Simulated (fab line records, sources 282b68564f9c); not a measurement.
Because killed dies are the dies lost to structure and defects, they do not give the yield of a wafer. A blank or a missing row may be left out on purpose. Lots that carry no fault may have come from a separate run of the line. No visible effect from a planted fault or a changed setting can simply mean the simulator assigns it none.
fab line records	flow ritCmos
record: lots: 5	wafers: 15	lastDay: 7
route steps=202 shown CONTACT@178 M1@184
lots untouched by any fault: they come from a run of this same line in which no faults occurred
startH: hours from the record's first day to the start of the lot's first wafer shown	waitH: how many hours have passed since the lot's step before this one	" the same as in the row above	L1.1+2: a row that stands for several wafers	- no value, or no start was given	* or withheld: withheld	< > ~ a bound
route shown NAME@n: names a module that has steps shown in the file, with the first one's number in the route	usual: mean/standard deviation of fault-free wafers	same: alike in all rows	chamber/n: place in a boat	sites: per-site readings	_std_site: the values' standard deviation	_edge_site: inner sites' mean taken away from outer sites' mean	radiusMm: for every site, how far away it sits from the centre of the wafer	mask NAME#n: copy n	behind: the last tool/chamber to shape the wafer	hold: reason for holding the lot/hours on hold/outcome of the hold	device: whichever transistor did not switch (one of n, p or np)	end of line: tests run on the same wafers once the route is complete	a step given without rows: its recipe and nothing more	killed: count of dies lost to structure and defects at first sort (not the wafer's yield)	map: per-die view of a wafer (x killed, . not killed, _ where there is no die)
set.NAME: the run value of the setting; set.NAME@STEP: its run value at that earlier step	model.NAME: the simulator's own value behind a step, which no gauge read
lots at selected steps of the route; one table per step, one row per wafer
services: a tool's chamber out of use, with start hour (startH, from the record's first day; less than 0 if before it), hours out, and reason
== steps ==
step: RIT_CONTACT_HARDBAKE_10
recipe: resist: NOVOLAK	tempC: 140	timeS: 60
step: RIT_CONTACT_ETCH_11
recipe: targetDepthA: 4800	overEtchFrac: 0.2	stopOn: TiSi2	chemistry: CHF3/CF4/Ar	target: SiO2	CHF3_flow_sccm: 50	cf4FlowSccm: 10	Ar_flow_sccm: 100	O2_flow_sccm: 5	pressureMtorr: 100	rfW: 200	timeS: 320
usual: drypumpMotorCurrentA: 5.6/0.67	oesProductAu: 0.990/0.014	throttleValvePct: 8.88/0.12
same: timeS: 320
lot.wafer	tool	chamber	startH	waitH	drypumpMotorCurrentA	oesProductAu	rfHoursCounterH	throttleValvePct
L690.1	rieDiel-02	0	66.37	0.1	6.5	0.999	115	8.58
L690.4	"	2	"	"	6.1	1.024	91	9.03
L690.6	"	1	"	"	5.6	0.992	-	8.77
L694.2	rieDiel-02	0	86.15	0.1	6.5	0.991	115	8.60
L694.3	"	2	"	"	6.1	1.015	92	9.02
L694.5	"	0	"	"	6.4	0.999	-	8.58
L695.1	rieDiel-03	3	92.66	0.1	5.1	0.979	44	8.91
L695.3	"	1	"	"	4.8	0.956	1	8.96
L695.4	"	2	"	"	4.7	0.974	110	8.83
L707.1	rieDiel-02	0	152.34	0.1	6.5	1.010	116	8.58
L707.5	"	2	"	"	6.1	1.021	-	9.03
L707.6	"	3	"	"	5.7	0.983	-	8.89
L709.2	rieDiel-01	3	161.87	0.1	6.6	0.989	2	8.83
L709.4	"	1	"	"	6.6	1.001	7	8.99
L709.6	"	2	"	"	5.2	0.990	-	8.97
step: RIT_CONTACT_STRIP_12
recipe: chemistry: O2	timeS: 180	resist: NOVOLAK	platenTempC: withheld	powerW: 500	pressureMtorr: 4000	o2FlowSccm: 4000
usual: drypumpMotorCurrentA: 5.5/0.39	rfReflPowerW: 6.5/0.41
same: timeS: 180
lot.wafer	tool	chamber	startH	waitH	drypumpMotorCurrentA	rfHoursCounterH	rfReflPowerW
L690.1	plasmaAsher-01	1	66.57	0.1	6.2	43	6.8
L690.4	"	0	"	"	5.5	-	6.9
L690.6	"	0	"	"	5.5	-	6.8
L694.2	plasmaAsher-01	0	86.34	0.1	5.5	45	7.0
L694.3	"	0	"	"	5.5	-	6.9
L694.5	"	0	"	"	5.5	-	6.9
L695.1	plasmaAsher-01	0	92.86	0.1	5.6	46	7.1
L695.3	"	0	"	"	5.5	-	7.0
L695.4	"	1	"	"	6.2	-	6.4
L707.1	plasmaAsher-04	1	152.54	0.1	5.2	36	5.6
L707.5	"	0	"	"	5.5	-	6.1
L707.6	"	1	"	"	5.2	-	5.6
L709.2	plasmaAsher-03	0	162.06	0.1	5.4	54	6.2
L709.4	"	0	"	"	5.4	-	6.4
L709.6	"	0	"	"	5.4	-	6.4
step: RIT_CONTACT_CD_MEAS_90
recipe: targetCdNm: 1000
usual: cdNm: 999.9/3
lot.wafer	tool	chamber	startH	waitH	cdNm
L690.1	cdSem-01	-	66.74	0.1	1000.5
L690.4	"	-	"	"	999.1
L690.6	"	-	"	"	999.3
L694.2	cdSem-02	-	86.54	0.1	998.1
L694.3	"	-	"	"	999.0
L694.5	"	-	"	"	998.8
L695.1	cdSem-02	-	93.03	0.1	1000.2
L695.3	"	-	"	"	1002.0
L695.4	"	-	"	"	1002.4
L707.1	cdSem-01	-	152.71	0.1	1004.2
L707.5	"	-	"	"	1002.1
L707.6	"	-	"	"	1003.8
L709.2	cdSem-02	-	162.26	0.1	1000.9
L709.4	"	-	"	"	1000.5
L709.6	"	-	"	"	1001.5
step: RIT_CONTACT_CLEAN_13
recipe: chemistry: SC1	mix: 3:3:50	timeS: 600	tempC: 75
step: RIT_CONTACT_CLEAN_14
recipe: chemistry: SC2	mix: 3:3:50	timeS: 600	tempC: 75	dry: n2Spin
step: RIT_M1_SPUTTER_00
recipe: material: Al	targetThkNm: 400	powerW: 2000	chamberPressurePa: 0.4	gas: Ar	timeS: 500	substrateTempC: 25
usual: throttleValvePct: 30.2/0.69
same: timeS: 500
lot.wafer	tool	chamber	startH	waitH	throttleValvePct
L690.1	pvdSputter-02	-	67.24	0.0	30.1
L690.4	"	-	"	"	30.0
L690.6	"	-	"	"	30.0
L694.2	pvdSputter-02	-	87.00	0.0	29.9
L694.3	"	-	"	"	29.8
L694.5	"	-	"	"	31.0
L695.1	pvdSputter-04	-	93.52	0.0	30.0
L695.3	"	-	"	"	29.0
L695.4	"	-	"	"	30.1
L707.1	pvdSputter-02	-	153.18	0.0	31.2
L707.5	"	-	"	"	29.7
L707.6	"	-	"	"	30.1
L709.2	pvdSputter-02	-	162.72	0.0	30.0
L709.4	"	-	"	"	29.5
L709.6	"	-	"	"	31.1
step: RIT_M1_RS_MEAS_01
recipe: thkMeasGauge: four-point-probe	reads: Al_of_M1_SPUTTER_00
usual: M1_AL_RS: 0.0734/0.00096
lot.wafer	tool	chamber	startH	waitH	M1_AL_RS[ohm/sq]
L690.1	filmMetro-04	-	67.54	0.1	0.0728
L690.4	"	-	"	"	0.0733
L690.6	"	-	"	"	0.0732
L694.2	filmMetro-01	-	87.32	0.2	0.0713
L694.3	"	-	"	"	0.0720
L694.5	"	-	"	"	0.0718
L695.1	filmMetro-01	-	93.81	0.1	0.0753
L695.3	"	-	"	"	0.0749
L695.4	"	-	"	"	0.0755
L707.1	filmMetro-04	-	153.48	0.1	0.0728
L707.5	"	-	"	"	0.0721
L707.6	"	-	"	"	0.0723
L709.2	filmMetro-04	-	163.04	0.2	0.0738
L709.4	"	-	"	"	0.0733
L709.6	"	-	"	"	0.0735
step: RIT_M1_THK_MEAS_02
recipe: thkMeasGauge: xrf	reads: Al_of_M1_SPUTTER_00
usual: M1_AL_THK: 400/5.5
lot.wafer	tool	chamber	startH	waitH	M1_AL_THK[nm]
L690.1	filmMetro-04	-	67.66	0.1	402
L690.4	"	-	"	"	401
L690.6	"	-	"	"	402
L694.2	filmMetro-01	-	87.43	0.1	409
L694.3	"	-	"	"	406
L694.5	"	-	"	"	407
L695.1	filmMetro-01	-	93.93	0.1	390
L695.3	"	-	"	"	394
L695.4	"	-	"	"	391
L707.1	filmMetro-04	-	153.60	0.1	404
L707.5	"	-	"	"	408
L707.6	"	-	"	"	406
L709.2	filmMetro-04	-	163.15	0.1	395
L709.4	"	-	"	"	399
L709.6	"	-	"	"	397
step: RIT_M1_HMDS_03
recipe: primeTimeS: 60	primeTempC: 140
step: RIT_M1_COAT_04
recipe: resist: NOVOLAK	spinRpm: 2000	resistThkNm: 1300
step: RIT_M1_SOFTBAKE_05
recipe: resist: NOVOLAK	tempC: 90	timeS: 60
step: RIT_M1_EXPOSE_06
recipe: maskId: M12	na: 0.6	sourceShape: conventional	sigmaOuter: 0.5	targetCdNm: 2600	doseMj: 250
lot.wafer	tool	chamber	startH	waitH	mask
L690.1+4+6	ilineStepper-01	0	68.17	0.1	M12#0
L694.2+3+5	ilineStepper-01	0	88.07	0.2	M12#0
L695.1+3+4	ilineStepper-01	0	94.44	0.1	M12_R1#0
L707.1+5+6	ilineStepper-01	0	154.23	0.2	M12#0
L709.2+4+6	ilineStepper-01	0	163.79	0.2	M12#0
step: RIT_M1_PEB_07
recipe: resist: NOVOLAK	tempC: withheld	timeS: withheld
step: RIT_M1_DEVELOP_08
recipe: resist: NOVOLAK	developTimeS: 68	devTempC: 23
step: RIT_M1_CD_MEAS_09
recipe: targetCdNm: 2600
usual: cdNm: 2600.2/2.2
lot.wafer	tool	chamber	startH	waitH	cdNm
L690.1	cdSem-02	-	68.60	-	2603.4
L690.4	"	-	"	"	2605.4
L690.6	"	-	"	"	2603.4
L694.2	cdSem-01	-	88.50	-	2598.9
L694.3	"	-	"	"	2600.0
L694.5	"	-	"	"	2598.7
L695.1	cdSem-01	-	94.87	-	2249.2
L695.3	"	-	"	"	2248.9
L695.4	"	-	"	"	2248.6
L707.1	cdSem-02	-	154.68	-	2599.4
L707.5	"	-	"	"	2600.0
L707.6	"	-	"	"	2598.7
L709.2	cdSem-01	-	164.22	-	2603.2
L709.4	"	-	"	"	2601.3
L709.6	"	-	"	"	2602.0
step: RIT_M1_OVL_MEAS_10
usual: M1_OVL: -1.7/1.3
lot.wafer	tool	chamber	startH	waitH	M1_OVL[nm]
L690.1	overlay-01	-	68.72	0.1	-0.2
L690.4	"	-	"	"	-2.1
L690.6	"	-	"	"	-0.1
L694.2	overlay-02	-	88.61	0.1	-1.1
L694.3	"	-	"	"	-2.9
L694.5	"	-	"	"	-0.7
L695.1	overlay-02	-	94.99	0.1	-3.6
L695.3	"	-	"	"	-3.1
L695.4	"	-	"	"	-1.2
L707.1	overlay-01	-	154.80	0.1	0.0
L707.5	"	-	"	"	-2.7
L707.6	"	-	"	"	-1.3
L709.2	overlay-01	-	164.33	0.1	-0.4
L709.4	"	-	"	"	-1.5
L709.6	"	-	"	"	-2.6
step: RIT_M1_HARDBAKE_11
recipe: resist: NOVOLAK	tempC: 140	timeS: 120
step: RIT_M1_METAL_ETCH_12
recipe: stopOn: SiO2	chemistry: Cl2/BCl3	target: Al	timeS: 165	overEtchFrac: 0.5	pressureMtorr: 100	targetDepthA: 6000	rfW: 250	Cl2_flow_sccm: 60	bcl3FlowSccm: 50
usual: drypumpMotorCurrentA: 6.0/0.52	oesProductAu: 0.776/0.0082	throttleValvePct: 8.30/0.083
same: timeS: 165
lot.wafer	tool	chamber	startH	waitH	drypumpMotorCurrentA	oesProductAu	rfHoursCounterH	throttleValvePct	model.M1.cdNm
L690.1	rieMetal-02	0	69.00	0.2	5.7	0.776	38	8.27	2602
L690.4	"	1	"	"	6.7	0.770	-	8.38	2605
L690.6	"	1	"	"	6.7	0.771	-	8.39	2602
L694.2	rieMetal-01	1	88.90	0.2	6.6	0.786	3	8.19	2598
L694.3	"	0	"	"	5.3	0.771	-	8.41	2601
L694.5	"	0	"	"	5.3	0.786	-	8.41	2600
L695.1	rieMetal-03	0	95.28	0.2	5.9	0.763	1	8.32	2248
L695.3	"	1	"	"	5.5	0.775	-	8.24	2252
L695.4	"	0	"	"	5.9	0.764	-	8.33	2247
L707.1	rieMetal-01	1	155.09	0.2	6.6	0.779	4	8.19	2598
L707.5	"	1	"	"	6.6	0.777	-	8.16	2599
L707.6	"	0	"	"	5.3	0.782	-	8.40	2600
L709.2	rieMetal-03	0	164.61	0.2	5.9	0.776	2	8.33	2601
L709.4	"	1	"	"	5.6	0.776	-	8.22	2605
L709.6	"	1	"	"	5.6	0.784	-	8.24	2606
step: RIT_M1_STRIP_13
recipe: chemistry: nmp	resist: NOVOLAK	tempC: 80	timeS: 600	dry: n2Spin
step: RIT_M1_PROBE_99
usual: defectLimitedYield: 97.5/1.2	killed_at_M0_to_M3: 0.0/0.083	killedAtContacts: 0.1/0.31	killedAtFrontEnd: 7/3.1	killedDies: 7/3.1	killedOpen: 3.3/1.9	killedShort: 3.3/2	sort_bin_3_pad_short: 0.1/0.21	sort_bin_5_function: 1.5/0.88	sort_bin_6_memory: 0.9/0.64	sortNPass: 257/3.1	sortYieldPct: 97.5/1.2
same: grossDies: 264	killed_at_M4_up: 0	killedAtBackSide: 0	killedAtOther: 0
lot.wafer	tool	chamber	startH	waitH	defectLimitedYield[%]	killed_at_M0_to_M3	killedAtContacts	killedAtFrontEnd	killedDies	killedOpen	killedShort	sort_bin_3_pad_short[%]	sort_bin_5_function[%]	sort_bin_6_memory[%]	sortNPass	sortYieldPct[%]	model.etest.m1.widthNm	model.etest.tester.sortNPass	model.etest.tester.sort_bin_5_pct	model.etest.tester.sortYieldPct	model.etest.nmos_0p15.junctionLog10AUm	model.etest.nmosNarrow.offLog10AUm	model.etest.nmos_0p3.offLog10AUm	model.etest.gateEndArray.leakLog10AUm
L690.1	prober-01	-	71.26	0.1	98.1	0	0	5	5	0	5	0	0.8	1.1	259	98.1	2600	259	0.7576	98.11	-13.33	-13.15	-13.11	-13
L690.4	prober-01	-	71.41	0.2	93.6	0	0	17	17	9	8	0.4	4.2	1.9	247	93.6	2603	247	4.167	93.56	-13.52	-13.05	-12.99	-12.78
L690.6	prober-01	-	71.51	0.2	94.7	0	0	14	14	6	8	0	3.4	1.9	250	94.7	2598	250	3.409	94.7	-13.57	-13.22	-13.12	-13.06
L694.2	prober-01	-	91.22	0.1	97.7	0	0	6	6	2	4	0.4	1.5	0.4	258	97.7	2600	258	1.515	97.73	-13.54	-13.34	-13.05	-12.96
L694.3	prober-01	-	91.27	0.2	98.5	0	1	3	4	3	1	0	0.4	1.1	260	98.5	2601	260	0.3788	98.48	-13.67	-13.35	-12.98	-12.84
L694.5	prober-01	-	91.37	0.2	97.7	0	1	5	6	3	3	0	1.1	1.1	258	97.7	2596	258	1.136	97.73	-13.43	-13.26	-13.08	-12.93
L695.1	prober-01	-	97.53	0.1	87.9	31	0	1	32	1	0	0	12.1	0	232	87.9	2247	232	12.12	87.88	-11.7	-11.69	-11.68	-11.56
L695.3	prober-01	-	97.63	0.2	83.7	32	0	11	43	6	5	0.4	14.4	1.5	221	83.7	2251	221	14.39	83.71	-11.94	-11.93	-11.92	-11.87
L695.4	prober-01	-	97.68	0.2	89.0	27	0	2	29	1	1	0	11.0	0	235	89.0	2251	235	10.98	89.02	-11.97	-11.96	-11.95	-11.85
L707.1	prober-01	-	158.56	0.1	98.9	0	0	3	3	1	2	0	0.4	0.8	261	98.9	2604	261	0.3788	98.86	-13.56	-13.23	-13.1	-12.99
L707.5	prober-01	-	158.76	0.2	99.2	0	0	2	2	1	1	0	0.4	0.4	262	99.2	2602	262	0.3788	99.24	-13.49	-13.25	-13.02	-12.74
L707.6	prober-01	-	158.81	0.2	94.7	0	0	14	14	5	9	0.4	3.8	1.1	250	94.7	2597	250	3.788	94.7	-13.45	-13.34	-13.12	-13.03
L709.2	prober-01	-	166.91	0.1	97.7	0	0	6	6	5	1	0	1.9	0.4	258	97.7	2593	258	1.894	97.73	-13.57	-13.32	-13.06	-12.89
L709.4	prober-01	-	167.01	0.2	98.5	0	1	3	4	3	1	0.4	0	1.1	260	98.5	2602	260	0	98.48	-13.55	-13.06	-13.09	-12.81
L709.6	prober-01	-	167.11	0.2	97.3	0	0	7	7	3	4	0	1.5	1.1	257	97.3	2608	257	1.515	97.35	-13.51	-13.11	-13.04	-12.89
killed by level:class
L690.1 FOX2:geometricParticle:short=2 GATE:geometricParticle:short=2 SILICIDE:geometricParticle:short=1
L690.4 GATE:geometricParticle:open=6 GATE:geometricParticle:short=3 FOX2:geometricParticle:short=2 SPACER:geometricParticle:short=2 FOX1:geometricParticle:short=1 FOX1:geometricParticle:open=1 FOX2:geometricParticle:open=1 SPACER:geometricParticle:open=1
L690.6 SILICIDE:geometricParticle:open=3 FOX2:geometricParticle:short=2 FOX2:geometricParticle:open=2 REOX:geometricParticle:short=2 SPACER:geometricParticle:short=2 FOX1:geometricParticle:short=1 FOX1:geometricParticle:open=1 SILICIDE:geometricParticle:short=1
L694.2 GATE:geometricParticle:short=2 FOX2:geometricParticle:open=1 REOX:geometricParticle:open=1 REOX:geometricParticle:short=1 SPACER:geometricParticle:short=1
L694.3 GATE:geometricParticle:open=1 REOX:geometricParticle:short=1 SILICIDE:geometricParticle:open=1 CONTACT:geometricParticle:open=1
L694.5 GATE:geometricParticle:open=1 GATE:geometricParticle:short=1 REOX:geometricParticle:short=1 REOX:geometricParticle:open=1 SPACER:geometricParticle:open=1 CONTACT:geometricParticle:short=1
L695.1 M1:areaExpose=31 FOX1:geometricParticle:open=1
L695.3 M1:areaExpose=32 REOX:geometricParticle:open=3 SILICIDE:geometricParticle:short=3 GATE:geometricParticle:open=2 FOX2:geometricParticle:open=1 GATE:geometricParticle:short=1 REOX:geometricParticle:short=1
L695.4 M1:areaExpose=27 GATE:geometricParticle:open=1 REOX:geometricParticle:short=1
L707.1 GATE:geometricParticle:short=2 GATE:geometricParticle:open=1
L707.5 FOX1:geometricParticle:open=1 REOX:geometricParticle:short=1
L707.6 GATE:geometricParticle:short=5 SILICIDE:geometricParticle:open=3 GATE:geometricParticle:open=2 SILICIDE:geometricParticle:short=2 FOX1:geometricParticle:short=1 SPACER:geometricParticle:short=1
L709.2 FOX1:geometricParticle:open=3 SILICIDE:geometricParticle:open=2 SPACER:geometricParticle:short=1
L709.4 FOX1:geometricParticle:open=1 REOX:geometricParticle:short=1 REOX:geometricParticle:open=1 CONTACT:geometricParticle:open=1
L709.6 FOX2:geometricParticle:short=3 SILICIDE:geometricParticle:open=2 GATE:geometricParticle:open=1 SILICIDE:geometricParticle:short=1
map L695.3 (x killed, . not)
________......._______
_____.......x.....____
____...............___
___..............x..__
__....x.x....x....x.._
__..........x..x....._
_x.......xx.x.........
_......x..x.xxx.x.....
_.....x.x..x.xx...x.x.
_......x....x..x.xxx..
__.....x..x...x.x..x._
__..x.........x......_
___.....x...x.x.....__
____..x............___
_____.............____
________......x_______
map L694.2 (x killed, . not)
________......._______
_____.............____
____......x........___
___.................__
__..................._
__........x.........._
_.....................
_.....................
_.....x...............
_...........x.........
__..................._
__..................._
___........x........__
____.........x.....___
_____.............____
________......._______
== services ==
tool	chamber	startH	hours	kind
ilineStepper-01	-	45.80	2.1	pm
ilineStepper-01	-	47.88	-	consumableReplace:lamp
plasmaAsher-01	-	48.14	0.6	repair
ilineStepper-01	-	48.14	11.8	repair
rieDiel-01	3	50.59	8.4	repair
rieDiel-01	3	59.00	-	clean
rieDiel-01	3	59.00	19.1	scheduledDown
rieDiel-01	3	59.00	19.1	ventCycle
plasmaAsher-01	-	108.75	9.0	pm
plasmaAsher-01	0	108.75	9.0	ventCycle
plasmaAsher-01	1	108.75	9.0	ventCycle
plasmaAsher-01	-	111.80	4.2	repair
rieMetal-03	1	113.15	4.3	repair
plasmaAsher-01	0	117.75	-	clean
plasmaAsher-01	1	117.75	-	clean
ilineStepper-01	-	123.65	1.7	pm
ilineStepper-01	-	126.06	9.4	repair
rieDiel-01	2	134.59	16.3	repair
rieMetal-02	-	136.12	20.0	pm
rieMetal-02	0	136.12	20.0	ventCycle
rieMetal-02	1	136.12	20.0	ventCycle
rieMetal-02	0	156.12	-	clean
rieMetal-02	1	156.12	-	clean
rieDiel-02	-	159.72	0.4	repair
== key ==
firstSign: step: RIT_M1_EXPOSE_06	reading: mask	direction: changed
effect: step: RIT_M1_CD_MEAS_09	reading: cdNm	direction: down	sigmas: 99+	usual: 2600.2	struck: 2248.9
effect: step: RIT_M1_PROBE_99	reading: killed_at_M0_to_M3	direction: up	sigmas: 30	usual: 0.0	struck: 30
modelEffect: step: RIT_M1_METAL_ETCH_12	value: M1.cdNm	without: 2599	struck: 2249
modelEffect: step: RIT_M1_PROBE_99	value: etest.m1.widthNm	without: 2599	struck: 2249
moreKillsBornAt: RIT_M1_EXPOSE_06@ilineStepper-01: 90
metAt RIT_M1_EXPOSE_06
struckWafers L695.1,L695.3,L695.4
onsetBetween 88.07 94.44
fault: kind: wrongMask	tool: any	chamber: -	onsetH: 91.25	steps: RIT_M1_EXPOSE_06	auxCopy: M12_R1#0	cdOffsetNm: -350	scope: struckLotsOnly
